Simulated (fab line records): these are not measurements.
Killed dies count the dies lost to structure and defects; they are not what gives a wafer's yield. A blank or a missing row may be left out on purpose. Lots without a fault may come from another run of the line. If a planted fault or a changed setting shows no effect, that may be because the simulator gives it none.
Which tool did it? / flow rit_cmos / 39 wafers from 13 lots sampled at 3 of the route's 202 steps

WHAT THE GAUGES READ, wafer by wafer
RIT_PRETRO_OVL_MEAS_06. Usual: PRETRO_OVL typically reads -0.2 nm, with standard deviation 1.3.
lot=L947; measured=day 2 11:43; on=overlay-01; PRETRO_OVL (nm)=-1.0 -1.4 0.6; flag=
lot=L948; measured=day 2 16:49; on=overlay-02; PRETRO_OVL (nm)=0.4 0.6 1.4; flag=
lot=L949; measured=day 2 22:28; on=overlay-01; PRETRO_OVL (nm)=1.1 -0.5 1.8; flag=
lot=L950; measured=day 3 03:25; on=overlay-01; PRETRO_OVL (nm)=0.7 0.1 0.6; flag=
lot=L952; measured=day 3 13:40; on=overlay-02; PRETRO_OVL (nm)=0.2 1.7 0.7; flag=
lot=L953; measured=day 3 17:38; on=overlay-01; PRETRO_OVL (nm)=-0.9 -0.9 -0.7; flag=
lot=L955; measured=day 4 04:37; on=overlay-01; PRETRO_OVL (nm)=-1.3 -0.3 -0.1; flag=
lot=L956; measured=day 4 09:07; on=overlay-01; PRETRO_OVL (nm)=- - -; flag=OFF
lot=L962; measured=day 5 16:36; on=overlay-02; PRETRO_OVL (nm)=-1.4 -0.3 0.4; flag=
lot=L963; measured=day 5 20:57; on=overlay-01; PRETRO_OVL (nm)=0.3 -0.8 -0.4; flag=
lot=L966; measured=day 6 11:34; on=overlay-01; PRETRO_OVL (nm)=1.6 1.0 -0.2; flag=
lot=L968; measured=day 6 21:42; on=overlay-02; PRETRO_OVL (nm)=2.1 0.2 1.4; flag=
lot=L969; measured=day 7 01:57; on=overlay-01; PRETRO_OVL (nm)=-0.5 1.0 0.0; flag=

RIT_PRETRO_TW_MEAS_10. Usual: PRETRO_TW typically reads 478, with standard deviation 7.7.
lot=L947; measured=day 2 12:20; on=film_metro-01; PRETRO_TW=469 468 471; flag=
lot=L948; measured=day 2 17:26; on=film_metro-02; PRETRO_TW=488 486 491; flag=
lot=L949; measured=day 2 23:04; on=film_metro-04; PRETRO_TW=480 476 478; flag=
lot=L950; measured=day 3 04:01; on=film_metro-01; PRETRO_TW=471 469 469; flag=
lot=L952; measured=day 3 14:17; on=film_metro-01; PRETRO_TW=472 472 470; flag=
lot=L953; measured=day 3 18:15; on=film_metro-02; PRETRO_TW=485 490 487; flag=
lot=L955; measured=day 4 05:14; on=film_metro-01; PRETRO_TW=470 469 468; flag=
lot=L956; measured=day 4 09:44; on=film_metro-02; PRETRO_TW=31 31 31; flag=OFF
lot=L962; measured=day 5 17:13; on=film_metro-02; PRETRO_TW=483 483 487; flag=
lot=L963; measured=day 5 21:34; on=film_metro-01; PRETRO_TW=470 473 470; flag=
lot=L966; measured=day 6 12:12; on=film_metro-01; PRETRO_TW=469 469 470; flag=
lot=L968; measured=day 6 22:19; on=film_metro-01; PRETRO_TW=468 471 471; flag=
lot=L969; measured=day 7 02:34; on=film_metro-02; PRETRO_TW=486 485 483; flag=

WHAT TOOL EACH LOT RAN ON (gives the tool, then ch and the chambers of the sampled wafers, and finally the start)
lot=L947; RIT_PRETRO_EXPOSE_03=iline_stepper-02 ch 0, day 2 11:17
lot=L948; RIT_PRETRO_EXPOSE_03=iline_stepper-02 ch 0, day 2 16:23
lot=L949; RIT_PRETRO_EXPOSE_03=iline_stepper-02 ch 0, day 2 22:02
lot=L950; RIT_PRETRO_EXPOSE_03=iline_stepper-01 ch 0, day 3 02:59
lot=L952; RIT_PRETRO_EXPOSE_03=iline_stepper-02 ch 0, day 3 13:14
lot=L953; RIT_PRETRO_EXPOSE_03=iline_stepper-01 ch 0, day 3 17:13
lot=L955; RIT_PRETRO_EXPOSE_03=iline_stepper-01 ch 0, day 4 04:03
lot=L956; RIT_PRETRO_EXPOSE_03=iline_stepper-01 ch 0, day 4 08:41
lot=L962; RIT_PRETRO_EXPOSE_03=iline_stepper-02 ch 0, day 5 16:10
lot=L963; RIT_PRETRO_EXPOSE_03=iline_stepper-01 ch 0, day 5 20:31
lot=L966; RIT_PRETRO_EXPOSE_03=iline_stepper-02 ch 0, day 6 11:11
lot=L968; RIT_PRETRO_EXPOSE_03=iline_stepper-01 ch 0, day 6 21:17
lot=L969; RIT_PRETRO_EXPOSE_03=iline_stepper-01 ch 0, day 7 01:31
- RIT_PRETRO_EXPOSE_03: exposes mask M5, target cd 43700 nm.

AS READ BY THE TOOLS THEMSELVES (means over the sampled wafers that have a number; for cases with no such wafer, the mark the record gives instead)
RIT_PRETRO_EXPOSE_03. Usual: reticle_temp_C 22.99 C, standard deviation 0.12.
lot=L947; tool=iline_stepper-02; reticle_temp_C (C)=22.95; flag=
lot=L948; tool=iline_stepper-02; reticle_temp_C (C)=23.09; flag=
lot=L949; tool=iline_stepper-02; reticle_temp_C (C)=22.83; flag=
lot=L950; tool=iline_stepper-01; reticle_temp_C (C)=23.06; flag=
lot=L952; tool=iline_stepper-02; reticle_temp_C (C)=22.88; flag=
lot=L953; tool=iline_stepper-01; reticle_temp_C (C)=23.08; flag=
lot=L955; tool=iline_stepper-01; reticle_temp_C (C)=22.94; flag=
lot=L956; tool=iline_stepper-01; reticle_temp_C (C)=23.08; flag=
lot=L962; tool=iline_stepper-02; reticle_temp_C (C)=23.13; flag=
lot=L963; tool=iline_stepper-01; reticle_temp_C (C)=23.02; flag=
lot=L966; tool=iline_stepper-02; reticle_temp_C (C)=23.00; flag=
lot=L968; tool=iline_stepper-01; reticle_temp_C (C)=23.07; flag=
lot=L969; tool=iline_stepper-01; reticle_temp_C (C)=22.92; flag=

THE ANSWER, worked out from the rows above alone
Rule: take the mean of a lot's wafers that have a number; if it is more than 3 standard deviations from the usual mean, the lot is off. Also off: a lot with no number at a reading for which 4 or more lots have one. Any other lot the step has rows for is counted as sound. Order of review: gauges by route order, followed by the tools' own readings, for which a lot's mean as printed above is used. The first step at which some lot is off is used, and at that step the reading that is off furthest; a lot without a number counts as furthest.
Off: L956, at RIT_PRETRO_OVL_MEAS_06 (PRETRO_OVL). Without a number there: L956.
A tool fits if, at a process step before that reading, it ran every lot that is off, and no sound lot after the first of them. The gauges at RIT_PRETRO_OVL_MEAS_06 aren't tried: what is off there is off at RIT_PRETRO_TW_MEAS_10 too, on other tools, and a gauge's error can't cause that. Of those tried, none fits.

WHAT HAD BEEN PUT IN BY THE SIMULATOR
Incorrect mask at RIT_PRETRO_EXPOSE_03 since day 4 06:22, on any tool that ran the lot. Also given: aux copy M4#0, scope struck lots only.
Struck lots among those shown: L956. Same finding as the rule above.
